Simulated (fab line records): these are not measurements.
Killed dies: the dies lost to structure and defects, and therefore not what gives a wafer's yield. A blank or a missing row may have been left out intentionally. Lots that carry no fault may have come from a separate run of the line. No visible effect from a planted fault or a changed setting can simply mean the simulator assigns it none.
Split-lot study || flow rit cmos || 5 lots, 23 wafers read, on a route of 202 steps

== THE SPLIT ==
At RIT_ACTIVE_CVD_03 (deposits Si3N4 from SiH2Cl2/NH3, target thk 150 nm, time 1500 s), the setting pressure mtorr was moved away from the recipe's 300 mTorr on 20 of the 23 wafers read, by -4.5% to +11.4%. The other wafers ran this setting at the recipe's value.

Reading taken at the split's own step.

== THE READING ==
Si3N4_of_ACTIVE_CVD_03.thk nm (the simulator's own value, which no gauge read), in nm, at RIT_ACTIVE_CVD_03 (deposits Si3N4 from SiH2Cl2/NH3, target thk 150 nm, time 1500 s). The file does not state a usual value for it. The 3 wafers here that ran the recipe average 149.0 nm, standard deviation 0.88 nm.

{"wafer": "L074.2", "tool, chamber at the split": "-, -", "pressure mtorr as run, mTorr": 286.5, "against the recipe": "-4.5%", "Si3N4_of_ACTIVE_CVD_03.thk nm, nm": 148.1, "against lot-mates on the recipe": "no lot-mate on the recipe"}
{"wafer": "L074.3", "tool, chamber at the split": "-, -", "pressure mtorr as run, mTorr": 286.5, "against the recipe": "-4.5%", "Si3N4_of_ACTIVE_CVD_03.thk nm, nm": 148.9, "against lot-mates on the recipe": "no lot-mate on the recipe"}
{"wafer": "L074.4", "tool, chamber at the split": "-, -", "pressure mtorr as run, mTorr": 286.5, "against the recipe": "-4.5%", "Si3N4_of_ACTIVE_CVD_03.thk nm, nm": 149.4, "against lot-mates on the recipe": "no lot-mate on the recipe"}
{"wafer": "L074.5", "tool, chamber at the split": "-, -", "pressure mtorr as run, mTorr": 286.5, "against the recipe": "-4.5%", "Si3N4_of_ACTIVE_CVD_03.thk nm, nm": 148.6, "against lot-mates on the recipe": "no lot-mate on the recipe"}
{"wafer": "L074.6", "tool, chamber at the split": "-, -", "pressure mtorr as run, mTorr": 286.5, "against the recipe": "-4.5%", "Si3N4_of_ACTIVE_CVD_03.thk nm, nm": 148.6, "against lot-mates on the recipe": "no lot-mate on the recipe"}
{"wafer": "L075.2", "tool, chamber at the split": "-, -", "pressure mtorr as run, mTorr": 330.8, "against the recipe": "+10.3%", "Si3N4_of_ACTIVE_CVD_03.thk nm, nm": 153.1, "against lot-mates on the recipe": "no lot-mate on the recipe"}
{"wafer": "L075.3", "tool, chamber at the split": "-, -", "pressure mtorr as run, mTorr": 330.8, "against the recipe": "+10.3%", "Si3N4_of_ACTIVE_CVD_03.thk nm, nm": 153.4, "against lot-mates on the recipe": "no lot-mate on the recipe"}
{"wafer": "L075.4", "tool, chamber at the split": "-, -", "pressure mtorr as run, mTorr": 330.8, "against the recipe": "+10.3%", "Si3N4_of_ACTIVE_CVD_03.thk nm, nm": 152.1, "against lot-mates on the recipe": "no lot-mate on the recipe"}
{"wafer": "L075.5", "tool, chamber at the split": "-, -", "pressure mtorr as run, mTorr": 330.8, "against the recipe": "+10.3%", "Si3N4_of_ACTIVE_CVD_03.thk nm, nm": 153.3, "against lot-mates on the recipe": "no lot-mate on the recipe"}
{"wafer": "L075.6", "tool, chamber at the split": "-, -", "pressure mtorr as run, mTorr": 330.8, "against the recipe": "+10.3%", "Si3N4_of_ACTIVE_CVD_03.thk nm, nm": 153.8, "against lot-mates on the recipe": "no lot-mate on the recipe"}
{"wafer": "L076.1", "tool, chamber at the split": "-, -", "pressure mtorr as run, mTorr": 319.4, "against the recipe": "+6.5%", "Si3N4_of_ACTIVE_CVD_03.thk nm, nm": 154.3, "against lot-mates on the recipe": "no lot-mate on the recipe"}
{"wafer": "L076.2", "tool, chamber at the split": "-, -", "pressure mtorr as run, mTorr": 319.4, "against the recipe": "+6.5%", "Si3N4_of_ACTIVE_CVD_03.thk nm, nm": 152.3, "against lot-mates on the recipe": "no lot-mate on the recipe"}
{"wafer": "L076.4", "tool, chamber at the split": "-, -", "pressure mtorr as run, mTorr": 319.4, "against the recipe": "+6.5%", "Si3N4_of_ACTIVE_CVD_03.thk nm, nm": 153.5, "against lot-mates on the recipe": "no lot-mate on the recipe"}
{"wafer": "L076.5", "tool, chamber at the split": "-, -", "pressure mtorr as run, mTorr": 319.4, "against the recipe": "+6.5%", "Si3N4_of_ACTIVE_CVD_03.thk nm, nm": 152.7, "against lot-mates on the recipe": "no lot-mate on the recipe"}
{"wafer": "L076.6", "tool, chamber at the split": "-, -", "pressure mtorr as run, mTorr": 319.4, "against the recipe": "+6.5%", "Si3N4_of_ACTIVE_CVD_03.thk nm, nm": 151, "against lot-mates on the recipe": "no lot-mate on the recipe"}
{"wafer": "L077.2", "tool, chamber at the split": "-, -", "pressure mtorr as run, mTorr": 334.1, "against the recipe": "+11.4%", "Si3N4_of_ACTIVE_CVD_03.thk nm, nm": 156.1, "against lot-mates on the recipe": "no lot-mate on the recipe"}
{"wafer": "L077.3", "tool, chamber at the split": "-, -", "pressure mtorr as run, mTorr": 334.1, "against the recipe": "+11.4%", "Si3N4_of_ACTIVE_CVD_03.thk nm, nm": 155.9, "against lot-mates on the recipe": "no lot-mate on the recipe"}
{"wafer": "L077.4", "tool, chamber at the split": "-, -", "pressure mtorr as run, mTorr": 334.1, "against the recipe": "+11.4%", "Si3N4_of_ACTIVE_CVD_03.thk nm, nm": 155.1, "against lot-mates on the recipe": "no lot-mate on the recipe"}
{"wafer": "L077.5", "tool, chamber at the split": "-, -", "pressure mtorr as run, mTorr": 334.1, "against the recipe": "+11.4%", "Si3N4_of_ACTIVE_CVD_03.thk nm, nm": 155.3, "against lot-mates on the recipe": "no lot-mate on the recipe"}
{"wafer": "L077.6", "tool, chamber at the split": "-, -", "pressure mtorr as run, mTorr": 334.1, "against the recipe": "+11.4%", "Si3N4_of_ACTIVE_CVD_03.thk nm, nm": 156.5, "against lot-mates on the recipe": "no lot-mate on the recipe"}
{"wafer": "L082.1", "tool, chamber at the split": "lpcvd-02, 0", "pressure mtorr as run, mTorr": 300, "against the recipe": "recipe", "Si3N4_of_ACTIVE_CVD_03.thk nm, nm": 149.5, "against lot-mates on the recipe": "-"}
{"wafer": "L082.4", "tool, chamber at the split": "lpcvd-02, 0", "pressure mtorr as run, mTorr": 300, "against the recipe": "recipe", "Si3N4_of_ACTIVE_CVD_03.thk nm, nm": 149.8, "against lot-mates on the recipe": "-"}
{"wafer": "L082.5", "tool, chamber at the split": "lpcvd-02, 0", "pressure mtorr as run, mTorr": 300, "against the recipe": "recipe", "Si3N4_of_ACTIVE_CVD_03.thk nm, nm": 147.8, "against lot-mates on the recipe": "-"}

FIT RESULTS
A straight line over all 23 wafers: Si3N4_of_ACTIVE_CVD_03.thk nm changes by +0.405 nm for each +1% of pressure mtorr; r = +0.91; the points scatter about the line by 1.2 nm.
Too few moved wafers have a lot-mate on the recipe to fit a line with each lot's own level taken away.

== THE FILE'S OWN FIT ==
Si3N4_of_ACTIVE_CVD_03.thk nm changes by +0.407 nm for each +1% of pressure mtorr, r = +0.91.
